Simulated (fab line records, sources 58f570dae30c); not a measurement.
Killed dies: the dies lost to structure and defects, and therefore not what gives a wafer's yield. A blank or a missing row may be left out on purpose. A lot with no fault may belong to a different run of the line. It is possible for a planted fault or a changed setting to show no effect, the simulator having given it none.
2 desks, one fault || flow berkeley-cmos170 || each desk has only its own numbers; what lay behind them comes last

## THE METROLOGY DESK
Means of the sampled wafers that have a number, per lot and without regard to the tool the lot ran on: this is what the gauges read. A lot is out of limits, marked OUT, if its mean lies more than 4 standard deviations from the usual mean; the brackets give that distance.
Columns: A = cd-nm at UCB170_PSD_CD_MEAS_06, usual 1199.7 nm; B = V1_OVL at UCB170_V1_OVL_MEAS_13, usual -2 nm
{"lot": "L415", "first seen here": "day 7 01:16", "A": 1200.3, "B": 1}
{"lot": "L413", "first seen here": "day 7 01:28", "A": 1199.3, "B": -5}
{"lot": "L414", "first seen here": "day 7 01:46", "A": 1199.5, "B": -9}
{"lot": "L416", "first seen here": "day 7 05:24", "A": 1199.1, "B": -6}
{"lot": "L418", "first seen here": "day 7 17:14", "A": 1202.0, "B": -1}
{"lot": "L419", "first seen here": "day 7 17:31", "A": 1199.3, "B": 2}
{"lot": "L424", "first seen here": "day 8 18:22", "A": 1195.1, "B": 0}
{"lot": "L423", "first seen here": "day 8 18:38", "A": 1199.6, "B": 3}
{"lot": "L421", "first seen here": "day 8 19:11", "A": 1194.7, "B": -9}
{"lot": "L427", "first seen here": "day 9 08:40", "A": 1199.4, "B": -5}
{"lot": "L430", "first seen here": "day 9 21:32", "A": 1201.5, "B": -10}
{"lot": "L432", "first seen here": "day 10 01:53", "A": 1199.2, "B": -3}
{"lot": "L431", "first seen here": "day 10 04:34", "A": 1198.2, "B": -2}
{"lot": "L434", "first seen here": "day 10 21:29", "A": 1200.4, "B": -3}
Finding of this desk: none of the 14 lots has anything out of limits.

## FOR THE TOOL OWNER'S DESK: litho-track-03
Per lot that ran on this tool, the mean of the sampled wafers carrying a number, from the tool's own readings at UCB170_PSD_SOFTBAKE_02 (time 60 s). A lot is out of limits, marked OUT, if its mean lies more than 4 standard deviations from the usual mean; the brackets give that distance.
Columns: A = heater-power-total-W at UCB170_PSD_SOFTBAKE_02, usual 56.80 W; B = plate-temp-C at UCB170_PSD_SOFTBAKE_02, usual 129.98 C
{"lot": "L415", "first seen here": "day 7 00:34", "A": 56.77, "B": 130.01}
{"lot": "L424", "first seen here": "day 8 17:29", "A": "55.63 (-24) OUT", "B": "127.97 (-15) OUT"}
{"lot": "L421", "first seen here": "day 8 17:56", "A": "55.60 (-25) OUT", "B": "127.82 (-17) OUT"}
Finding of this desk: L421, L424 out of limits; the first was L424 at day 8 17:29, on heater-power-total-W at UCB170_PSD_SOFTBAKE_02. In limits: L415.

## PUT TOGETHER
On L421, L424, at day 8 17:29, an alarm was possible from the tool owner's desk.
Nothing out of limits was seen by the metrology desk.
The metrology desk has L421, L424 on record, within its limits.
On litho-track-03, each named lot ran UCB170_PSD_SOFTBAKE_02.

## WHAT THE SIMULATOR PUT IN
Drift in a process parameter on litho-track-03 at UCB170_PSD_SOFTBAKE_02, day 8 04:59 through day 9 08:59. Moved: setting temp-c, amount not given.
Shown lots that were struck: L421, L424.
Each desk's first reading out of limits, in hours after the fault started: the tool owner's desk, 13.
